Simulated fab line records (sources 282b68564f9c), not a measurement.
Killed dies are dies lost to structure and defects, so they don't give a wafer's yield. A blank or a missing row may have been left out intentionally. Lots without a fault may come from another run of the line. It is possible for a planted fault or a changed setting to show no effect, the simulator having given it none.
fab line records ; flow rit_cmos
record lots=15; wafers=45; last_day=7
route steps=202 shown WELLDRIVE@50 NWELL@51 PWELL@52
lots with no fault: from the same line, run without faults
start_h: hours from the record's opening day to when the first of the lot's shown wafers began ; wait_h: hours from the lot's prior step to this one ; " repeats the value in the row above ; L1.1+2: a row that stands for several wafers ; - either no value or no given start ; * or withheld: withheld ; < > ~ a bound
route shown NAME@n: NAME is a module with steps in the file, n the number in the route of the first one ; usual: mean and standard deviation over wafers with no fault ; same: alike in all rows ; chamber/n: place in a boat ; sites: readings site by site ; _std_site: the standard deviation of these ; _edge_site: outer sites' mean less inner sites' ; radius_mm: for every site, how far away it sits from the centre of the wafer ; mask NAME#n: copy n ; behind: the tool/chamber that last shaped the wafer ; hold: cause of the lot's hold/its duration in hours/its outcome ; device: names the non-switching transistor (n, p or np) ; end of line: at the end of the route, the tests of the same wafers ; step lacking rows: just its recipe ; killed: dies that structure and defects cost at the first sort, which is not the same as the wafer's yield ; map: the dies of a wafer, with x for killed, . for not killed, _ for no die there
set.NAME: the setting that was run; set.NAME@STEP: the one run at that earlier step ; model.NAME: the simulator's own value behind a step, which no gauge read
steps of the route over a sample of lots; a table a step, a row a wafer
services: the hour from which a tool's chamber was out of use, counted from the record's first day as start_h (under 0 if before that day), plus the number of hours and why
## steps
# step RIT_WELLDRIVE_ANNEAL_00
# recipe temp_c=1100; time_s=14700; ambient=N2
# usual spike_tc_centre_C=1101.6/1.7; spike_tc_load_C=1126.2/2.1; spike_tc_source_C=1124.5/2.2; tube_center_temp_C=1100/0.11; tube_center_temp_C_max=1102.9/0.49
# same time_s=14700
lot.wafer;tool;chamber;start_h;wait_h;spike_tc_centre_C;spike_tc_load_C;spike_tc_source_C;tube_center_temp_C;tube_center_temp_C_max
L277.4;furnace-04;0;23.96;0.0;1100.8;1128.3;1123.2;1099.9;1102.6
L277.5;furnace-04;0;23.96;0.0;1099.6;1130.1;1124.5;1099.9;1102.3
L277.6;furnace-04;0;23.96;0.0;1099.3;1129.1;1123.8;1099.9;1102.7
L278.1;furnace-04;0;29.71;0.1;1100.2;1127.0;1125.2;1100;1103.0
L278.2;furnace-04;0;29.71;0.1;1100.4;1128.1;1124.9;1100.2;1103.7
L278.5;furnace-04;0;29.71;0.1;1098.5;1129.6;1124.9;1100;1102.8
L279.4;furnace-01;0;34.19;0.3;1101.9;1123.2;1125.6;1100;1102.2
L279.5;furnace-01;0;34.19;0.3;1102.4;1123.1;1127.3;1100.1;1103.4
L279.6;furnace-01;0;34.19;0.3;1103.3;1124.4;1126.5;1099.8;1102.7
L280.1;furnace-04;0;40.47;0.1;1099.5;1129.6;1123.6;1100.1;1103.0
L280.4;furnace-04;0;40.47;0.1;1098.4;1128.6;1123.8;1100;1102.5
L280.5;furnace-04;0;40.47;0.1;1099.7;1126.6;1124.4;1100;1103.4
L281.2;furnace-01;0;43.31;0.0;1104.1;1125.3;1125.4;1100.1;1102.6
L281.3;furnace-01;0;43.31;0.0;1101.8;1123.5;1126.2;1099.8;1102.3
L281.6;furnace-01;0;43.31;0.0;1101.8;1124.8;1126.9;1100;1103.1
L282.2;furnace-01;0;48.62;0.0;1101.1;1123.9;1127.5;1099.9;1102.1
L282.4;furnace-01;0;48.62;0.0;1102.2;1124.0;1125.6;1100.1;1103.2
L282.6;furnace-01;0;48.62;0.0;1103.3;1125.4;1123.8;1099.9;1103.5
L283.3;furnace-01;0;54.09;0.0;1103.2;1124.4;1128.3;1100.1;1103.0
L283.5;furnace-01;0;54.09;0.0;1102.8;1126.3;1126.3;1100.1;1102.6
L283.6;furnace-01;0;54.09;0.0;1105.5;1123.4;1126.1;1100.1;1103.1
L284.2;furnace-01;0;59.26;0.0;1117.0;1139.1;1139.9;1115;1117.6
L284.4;furnace-01;0;59.26;0.0;1118.6;1138.8;1140.8;1114.9;1117.6
L284.6;furnace-01;0;59.26;0.0;1119.1;1140.5;1142.7;1115.1;1118.3
L285.1;furnace-01;0;64.84;0.1;1117.6;1140.6;1140.3;1115;1117.3
L285.4;furnace-01;0;64.84;0.1;1118.5;1140.7;1140.2;1115;1117.3
L285.5;furnace-01;0;64.84;0.1;1115.8;1140.5;1140.9;1115;1118.2
L286.3;furnace-02;0;68.12;0.0;1102.4;1125.0;1120.6;1099.9;1103.0
L286.5;furnace-02;0;68.12;0.0;1102.2;1126.5;1118.9;1100.1;1102.2
L286.6;furnace-02;0;68.12;0.0;1102.0;1126.5;1122.3;1100;1102.3
L288.1;furnace-01;0;79.37;0.1;1117.1;1138.5;1141.2;1114.9;1117.3
L288.4;furnace-01;0;79.37;0.1;1118.4;1138.5;1142.0;1115.1;1117.8
L288.5;furnace-01;0;79.37;0.1;1117.7;1141.6;1140.4;1115;1118.1
L292.1;furnace-04;0;101.01;2.1;1099.7;1125.2;1124.1;1100;1103.5
L292.2;furnace-04;0;101.01;2.1;1097.2;1128.6;1123.1;1099.9;1102.5
L292.5;furnace-04;0;101.01;2.1;1099.6;1130.6;1124.2;1100.1;1103.7
L296.2;furnace-04;0;117.78;0.0;1099.4;1130.7;1123.5;1100;1103.4
L296.5;furnace-04;0;117.78;0.0;1099.9;1129.3;1123.6;1100.1;1102.6
L296.6;furnace-04;0;117.78;0.0;1103.0;1129.5;1124.0;1100.2;1103.2
L298.4;furnace-04;0;127.97;0.1;1101.1;1127.3;1124.5;1099.9;1102.7
L298.5;furnace-04;0;127.97;0.1;1101.6;1127.4;1124.7;1100;1102.7
L298.6;furnace-04;0;127.97;0.1;1098.5;1126.3;1122.5;1100;1102.5
L299.1;furnace-02;0;135.42;0.1;1103.2;1125.9;1119.6;1099.9;1103.6
L299.4;furnace-02;0;135.42;0.1;1102.6;1126.4;1119.3;1100;1102.7
L299.5;furnace-02;0;135.42;0.1;1102.0;1127.1;1120.8;1100;1103.0
# step RIT_WELLDRIVE_RS_MEAS_01
# recipe thk_meas_gauge=four-point-probe
# usual NWELL_RS=275.8/0.78
lot.wafer;tool;chamber;start_h;wait_h;NWELL_RS[ohm/sq]
L277.4;film_metro-01;-;29.10;0.1;275.1
L277.5;film_metro-01;-;29.10;0.1;275.3
L277.6;film_metro-01;-;29.10;0.1;275.1
L278.1;film_metro-04;-;34.79;0.0;277.3
L278.2;film_metro-04;-;34.79;0.0;275.7
L278.5;film_metro-04;-;34.79;0.0;275.3
L279.4;film_metro-01;-;39.33;0.1;275.5
L279.5;film_metro-01;-;39.33;0.1;276.2
L279.6;film_metro-01;-;39.33;0.1;275.9
L280.1;film_metro-04;-;45.55;0.0;277.2
L280.4;film_metro-04;-;45.55;0.0;276.7
L280.5;film_metro-04;-;45.55;0.0;277.5
L281.2;film_metro-03;-;48.42;0.0;275.2
L281.3;film_metro-03;-;48.42;0.0;275.6
L281.6;film_metro-03;-;48.42;0.0;275.4
L282.2;film_metro-01;-;53.72;0.0;275.0
L282.4;film_metro-01;-;53.72;0.0;275.2
L282.6;film_metro-01;-;53.72;0.0;273.9
L283.3;film_metro-04;-;59.21;0.0;275.9
L283.5;film_metro-04;-;59.21;0.0;276.1
L283.6;film_metro-04;-;59.21;0.0;276.2
L284.2;film_metro-04;-;64.36;0.0;259.8
L284.4;film_metro-04;-;64.36;0.0;260.1
L284.6;film_metro-04;-;64.36;0.0;260.1
L285.1;film_metro-03;-;69.93;0.0;259.6
L285.4;film_metro-03;-;69.93;0.0;260.5
L285.5;film_metro-03;-;69.93;0.0;260.0
L286.3;film_metro-04;-;73.24;0.0;276.2
L286.5;film_metro-04;-;73.24;0.0;275.7
L286.6;film_metro-04;-;73.24;0.0;275.6
L288.1;film_metro-03;-;84.46;0.0;259.0
L288.4;film_metro-03;-;84.46;0.0;259.2
L288.5;film_metro-03;-;84.46;0.0;258.7
L292.1;film_metro-01;-;106.09;0.0;275.2
L292.2;film_metro-01;-;106.09;0.0;274.4
L292.5;film_metro-01;-;106.09;0.0;275.5
L296.2;film_metro-04;-;122.88;0.0;276.1
L296.5;film_metro-04;-;122.88;0.0;276.6
L296.6;film_metro-04;-;122.88;0.0;275.3
L298.4;film_metro-04;-;133.12;0.1;275.5
L298.5;film_metro-04;-;133.12;0.1;275.3
L298.6;film_metro-04;-;133.12;0.1;276.0
L299.1;film_metro-04;-;140.51;0.0;275.4
L299.4;film_metro-04;-;140.51;0.0;274.7
L299.5;film_metro-04;-;140.51;0.0;274.9
# step RIT_WELLDRIVE_RS_MEAS_02
# recipe thk_meas_gauge=four-point-probe
# usual PWELL_RS=430.5/1.3
lot.wafer;tool;chamber;start_h;wait_h;PWELL_RS[ohm/sq]
L277.4;film_metro-01;-;29.22;0.1;429.3
L277.5;film_metro-01;-;29.22;0.1;430.6
L277.6;film_metro-01;-;29.22;0.1;428.9
L278.1;film_metro-04;-;34.91;0.1;429.8
L278.2;film_metro-04;-;34.91;0.1;430.0
L278.5;film_metro-04;-;34.91;0.1;428.9
L279.4;film_metro-01;-;39.45;0.1;431.6
L279.5;film_metro-01;-;39.45;0.1;431.3
L279.6;film_metro-01;-;39.45;0.1;430.8
L280.1;film_metro-04;-;45.67;0.1;430.6
L280.4;film_metro-04;-;45.67;0.1;431.9
L280.5;film_metro-04;-;45.67;0.1;429.9
L281.2;film_metro-03;-;48.54;0.1;430.4
L281.3;film_metro-03;-;48.54;0.1;431.0
L281.6;film_metro-03;-;48.54;0.1;431.1
L282.2;film_metro-01;-;53.84;0.1;430.2
L282.4;film_metro-01;-;53.84;0.1;430.9
L282.6;film_metro-01;-;53.84;0.1;429.9
L283.3;film_metro-04;-;59.33;0.1;429.2
L283.5;film_metro-04;-;59.33;0.1;430.9
L283.6;film_metro-04;-;59.33;0.1;428.9
L284.2;film_metro-04;-;64.48;0.1;415.7
L284.4;film_metro-04;-;64.48;0.1;415.8
L284.6;film_metro-04;-;64.48;0.1;415.4
L285.1;film_metro-03;-;70.05;0.1;414.9
L285.4;film_metro-03;-;70.05;0.1;414.6
L285.5;film_metro-03;-;70.05;0.1;415.0
L286.3;film_metro-04;-;73.36;0.1;431.7
L286.5;film_metro-04;-;73.36;0.1;430.9
L286.6;film_metro-04;-;73.36;0.1;431.6
L288.1;film_metro-03;-;84.58;0.1;413.1
L288.4;film_metro-03;-;84.58;0.1;414.5
L288.5;film_metro-03;-;84.58;0.1;413.0
L292.1;film_metro-01;-;106.21;0.1;428.2
L292.2;film_metro-01;-;106.21;0.1;429.7
L292.5;film_metro-01;-;106.21;0.1;429.6
L296.2;film_metro-04;-;123.00;0.1;431.5
L296.5;film_metro-04;-;123.00;0.1;430.0
L296.6;film_metro-04;-;123.00;0.1;430.4
L298.4;film_metro-04;-;133.24;0.1;431.1
L298.5;film_metro-04;-;133.24;0.1;432.9
L298.6;film_metro-04;-;133.24;0.1;431.3
L299.1;film_metro-04;-;140.63;0.1;431.6
L299.4;film_metro-04;-;140.63;0.1;430.7
L299.5;film_metro-04;-;140.63;0.1;432.0
## services
tool;chamber;start_h;hours;kind
furnace-04;-;12.05;4.2;pm
furnace-02;-;94.69;3.1;pm
furnace-02;-;97.78;4.6;pm
## key
first_sign step=RIT_WELLDRIVE_ANNEAL_00; reading=tube_center_temp_C; direction=up; sigmas=99+; usual=*; struck=*
effect step=RIT_WELLDRIVE_ANNEAL_00; reading=tube_center_temp_C_max; direction=up; sigmas=30; usual=*; struck=*
effect step=RIT_WELLDRIVE_RS_MEAS_01; reading=NWELL_RS; direction=down; sigmas=21; usual=275.8; struck=259.7
effect step=RIT_WELLDRIVE_RS_MEAS_02; reading=PWELL_RS; direction=down; sigmas=12; usual=430.5; struck=414.7
met_at RIT_WELLDRIVE_ANNEAL_00
struck_lots L284,L285,L288
tester_left_out L284,L285,L288
fault kind=process_parameter_drift; tool=furnace-01; chamber=-; onset_h=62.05; steps=RIT_WELLDRIVE_ANNEAL_00; channel=temp_c; offset=*; shape=step; end_h=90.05; acts_in=*; stated=*
# tester_left_out: of these lots the tester's yield and bins aren't shown, on N5 and GAA mostly nor the transistor test; their killed dies are dies lost to structure and defects alone, not to doping, threshold or leakage, so they don't give the yield
